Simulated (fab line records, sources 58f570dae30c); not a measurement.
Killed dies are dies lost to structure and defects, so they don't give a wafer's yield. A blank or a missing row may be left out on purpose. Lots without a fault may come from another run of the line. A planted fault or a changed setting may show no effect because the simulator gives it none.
Tool commonality check | flow berkeley_cmos170 | 14 lots, 42 wafers sampled

WHY IT WAS OPENED
At UCB170_CONTACT_THK_MEAS_02 the reading CONTACT_PSG_THK is flagged on 2 of 14 lots. Wafers without a fault read 698 nm, standard deviation 6.3.
Rule: a lot is flagged when every wafer of it that has a number lies more than 4 standard deviations from that mean, or none has a number. The other lots count as sound.

lot  | measured     | on            | CONTACT_PSG_THK (nm), wafer by wafer | flag
L707 | day 8 01:49  | film_metro-04 | 688 689 687                          |
L709 | day 8 02:17  | film_metro-01 | 697 695 692                          |
L708 | day 8 03:37  | film_metro-02 | 691 692 695                          |
L710 | day 8 19:36  | film_metro-01 | 692 695 698                          |
L711 | day 9 05:50  | film_metro-01 | 697 691 690                          |
L718 | day 10 03:01 | film_metro-01 | 746 745 747                          | FLAGGED
L717 | day 10 03:42 | film_metro-01 | 701 706 706                          |
L719 | day 10 04:48 | film_metro-04 | 744 747 744                          | FLAGGED
L722 | day 10 19:03 | film_metro-02 | 703 711 704                          |
L721 | day 10 23:15 | film_metro-02 | 707 701 706                          |
L726 | day 11 23:43 | film_metro-02 | 694 697 691                          |
L728 | day 11 23:45 | film_metro-01 | 696 704 696                          |
L729 | day 12 16:50 | film_metro-01 | 711 710 703                          |
L730 | day 12 16:52 | film_metro-04 | 707 701 703                          |
The numbers of the flagged lots are 746 nm on average: +48 nm against the usual, or +8 standard deviations.

WHICH TOOL RAN EACH LOT
The record holds 2 process steps before the reading, out of a route of 331 steps. In each cell: the tool, then ch and the chambers that the sampled wafers went through, then the start.
lot  | flag    | UCB170_ACTIVE_STRIP_16              | UCB170_CONTACT_CVD_01
L707 |         | plasma_asher-04 ch 0,1, day 4 22:49 | lpcvd-02 ch 0, day 8 00:02
L709 |         | plasma_asher-04 ch 0,1, day 4 23:24 | lpcvd-01 ch 0, day 8 00:29
L708 |         | plasma_asher-01 ch 0,1, day 4 23:19 | lpcvd-02 ch 1, day 8 01:49
L710 |         | plasma_asher-04 ch 0,1, day 5 07:35 | lpcvd-01 ch 0, day 8 17:49
L711 |         | plasma_asher-03 ch 0,1, day 5 18:35 | lpcvd-02 ch 0, day 9 04:02
L718 | FLAGGED | plasma_asher-01 ch 0, day 7 06:44   | lpcvd-01 ch 0, day 10 01:14
L717 |         | plasma_asher-03 ch 0,1, day 7 06:38 | lpcvd-02 ch 1, day 10 01:53
L719 | FLAGGED | plasma_asher-04 ch 0,1, day 7 07:01 | lpcvd-01 ch 1, day 10 03:01
L722 |         | plasma_asher-04 ch 0,1, day 8 06:14 | lpcvd-02 ch 1, day 10 17:15
L721 |         | plasma_asher-04 ch 0,1, day 8 05:44 | lpcvd-02 ch 1, day 10 21:28
L726 |         | plasma_asher-01 ch 0,1, day 9 01:28 | lpcvd-02 ch 1, day 11 21:56
L728 |         | plasma_asher-04 ch 0,1, day 9 01:13 | lpcvd-02 ch 0, day 11 21:56
L729 |         | plasma_asher-01 ch 0,1, day 9 14:05 | lpcvd-02 ch 0, day 12 15:03
L730 |         | plasma_asher-01 ch 0,1, day 9 13:51 | lpcvd-02 ch 0, day 12 15:03
What these steps do:
- UCB170_ACTIVE_STRIP_16: strips in O2.
- UCB170_CONTACT_CVD_01: deposits PSG from SiH4/O2/PH3, target thk 700 nm, time 2820 s.
- UCB170_CONTACT_THK_MEAS_02

FLAGGED OVER TOTAL, TOOL BY TOOL (the gauges that took the reading come last)
step                       | tool            | lots run | flagged | share of the flagged lots | sound lots run after its first flagged lot
UCB170_ACTIVE_STRIP_16     | plasma_asher-01 | 5        | 1       | some                      | 3 (L726,L730,L729)
UCB170_ACTIVE_STRIP_16     | plasma_asher-03 | 2        | 0       | none                      | -
UCB170_ACTIVE_STRIP_16     | plasma_asher-04 | 7        | 1       | some                      | 3 (L721,L722,L728)
UCB170_CONTACT_CVD_01      | lpcvd-01        | 4        | 2       | all                       | 0
UCB170_CONTACT_CVD_01      | lpcvd-02        | 10       | 0       | none                      | -
UCB170_CONTACT_THK_MEAS_02 | film_metro-01   | 7        | 1       | some                      | 3 (L717,L728,L729)
UCB170_CONTACT_THK_MEAS_02 | film_metro-02   | 4        | 0       | none                      | -
UCB170_CONTACT_THK_MEAS_02 | film_metro-04   | 3        | 1       | some                      | 1 (L730)

WHAT THE TABLE ALLOWS
1 row of the table ran every flagged lot: lpcvd-01 at UCB170_CONTACT_CVD_01.
- lpcvd-01 at UCB170_CONTACT_CVD_01: 2 of its 4 lots flagged. Its last sound lot is L710 (day 8 17:49), its first flagged lot L718 (day 10 01:14): a fault that began between those two fits.
One tool is left: lpcvd-01 at UCB170_CONTACT_CVD_01.

WHAT THE SIMULATOR HAD PUT IN
Process parameter drift: lpcvd-01, from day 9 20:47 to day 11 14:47, at UCB170_CONTACT_CVD_01. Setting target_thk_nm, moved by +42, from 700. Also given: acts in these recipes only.
Lots struck among those shown: L718, L719. The rule above found the same.
